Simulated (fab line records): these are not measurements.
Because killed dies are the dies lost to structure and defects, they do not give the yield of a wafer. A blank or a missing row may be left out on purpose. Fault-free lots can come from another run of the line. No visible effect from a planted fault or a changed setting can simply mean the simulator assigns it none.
One fault through the eyes of 2 desks || flow berkeley cmos170 || every desk sees just its own numbers, and what lay behind them comes last

## THE METROLOGY DESK
What the gauges read for every lot (on any tool): the sampled wafers with a number, averaged. Marked OUT: a lot whose mean sits more than 4 standard deviations from the usual mean, which makes it out of limits; the brackets give that distance.
Columns: A = NVT_TW at UCB170_NVT_TW_MEAS_09, usual 522; B = PLDD_TW at UCB170_PLDD_TW_MEAS_11, usual 1015; C = NLDD_OVL at UCB170_NLDD_OVL_MEAS_07, usual 0 nm; D = PLDD_RS at UCB170_SDANNEAL_RS_MEAS_04, usual 1031.6 ohm/sq
{"lot": "L822", "first seen here": "day 6 17:42", "A": 528, "B": 1013, "C": 5, "D": 1037.8}
{"lot": "L824", "first seen here": "day 7 00:16", "A": 524, "B": 1013, "C": 0, "D": 1034.5}
{"lot": "L823", "first seen here": "day 7 00:39", "A": 523, "B": 1010, "C": -0, "D": 1031.8}
{"lot": "L826", "first seen here": "day 7 16:25", "A": 513, "B": 1013, "C": 4, "D": 1031.1}
{"lot": "L828", "first seen here": "day 8 03:25", "A": 526, "B": 1015, "C": -5, "D": 1031.4}
{"lot": "L830", "first seen here": "day 8 17:06", "A": 522, "B": 1020, "C": -1, "D": 1032.2}
{"lot": "L831", "first seen here": "day 8 17:23", "A": 526, "B": 1013, "C": 2, "D": 1032.5}
{"lot": "L829", "first seen here": "day 8 17:39", "A": 522, "B": 1015, "C": -11, "D": 1031.9}
{"lot": "L836", "first seen here": "day 10 13:47", "A": 516, "B": "1144 (+28) OUT", "C": 0, "D": "773.4 (-86) OUT"}
{"lot": "L839", "first seen here": "day 11 08:56", "A": 526, "B": "1137 (+27) OUT", "C": 4, "D": "775.0 (-86) OUT"}
{"lot": "L841", "first seen here": "day 11 13:35", "A": 516, "B": 1010, "C": -0, "D": 1035.7}
{"lot": "L842", "first seen here": "day 11 14:21", "A": 519, "B": 1010, "C": 1, "D": 1030.9}
{"lot": "L844", "first seen here": "day 12 00:28", "A": 517, "B": 1016, "C": 6, "D": 1029.4}
{"lot": "L843", "first seen here": "day 12 03:07", "A": 515, "B": 1018, "C": 3, "D": 1028.9}
This desk finds L836, L839 out of limits, with the earliest case on L836 at day 11 15:10 (PLDD_TW at UCB170_PLDD_TW_MEAS_11). L822, L824, L823, L826, L828, L830, L831, L829, L841, L842, L844, L843 stayed within limits.

## AT THE TOOL OWNER'S DESK: implanter-04
The tool's own readings at UCB170_PLDD_IMPLANT_09, given as means over the sampled wafers that have a number, one for each lot that went through this tool. Marked OUT: a lot whose mean sits more than 4 standard deviations from the usual mean, which makes it out of limits; the brackets give that distance.
Columns: A = beam on s at UCB170_PLDD_IMPLANT_09, usual 9.99 s; B = dose ions cm2 at UCB170_PLDD_IMPLANT_09, usual 5e+13; C = end station pressure torr at UCB170_PLDD_IMPLANT_09, usual 5.12e-06 Torr; D = faraday current uA at UCB170_PLDD_IMPLANT_09, usual 159; E = tilt deg at UCB170_PLDD_IMPLANT_09, usual 6.998 degrees
{"lot": "L822", "first seen here": "day 7 16:11", "A": 9.81, "B": 5e+13, "C": 5.20e-06, "D": 161, "E": 6.995}
{"lot": "L824", "first seen here": "day 7 16:58", "A": 9.83, "B": 5e+13, "C": 5.11e-06, "D": 161, "E": 7.017}
{"lot": "L829", "first seen here": "day 9 18:50", "A": 10.11, "B": 5e+13, "C": 5.01e-06, "D": 157, "E": 6.991}
{"lot": "L836", "first seen here": "day 11 14:55", "A": "17.74 (+37) OUT", "B": "1e+14 (+99 or more) OUT", "C": 4.91e-06, "D": 170, "E": 6.995}
{"lot": "L839", "first seen here": "day 12 03:34", "A": "17.43 (+35) OUT", "B": "1e+14 (+99 or more) OUT", "C": 5.31e-06, "D": "173 (+4.4) OUT", "E": 6.985}
Finding of this desk: L836, L839 out of limits; the first was L836 at day 11 14:55, on beam on s at UCB170_PLDD_IMPLANT_09. L822, L824, L829 stayed within limits.

## PUT TOGETHER
An alarm could have come from the tool owner's desk at day 11 14:55, on L836, L839.
An alarm was possible from the metrology desk at day 11 15:10, on L836, L839.
UCB170_PLDD_IMPLANT_09 was run on implanter-04 by each of the lots named.

## WHAT WAS PUT IN BY THE SIMULATOR
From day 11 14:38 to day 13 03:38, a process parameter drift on implanter-04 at UCB170_PLDD_IMPLANT_09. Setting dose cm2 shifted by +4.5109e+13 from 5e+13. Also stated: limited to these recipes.
Shown lots that were struck: L836, L839.
Fault start to first reading out of limits, in hours, per desk: tool owner, 0; metrology, 1.
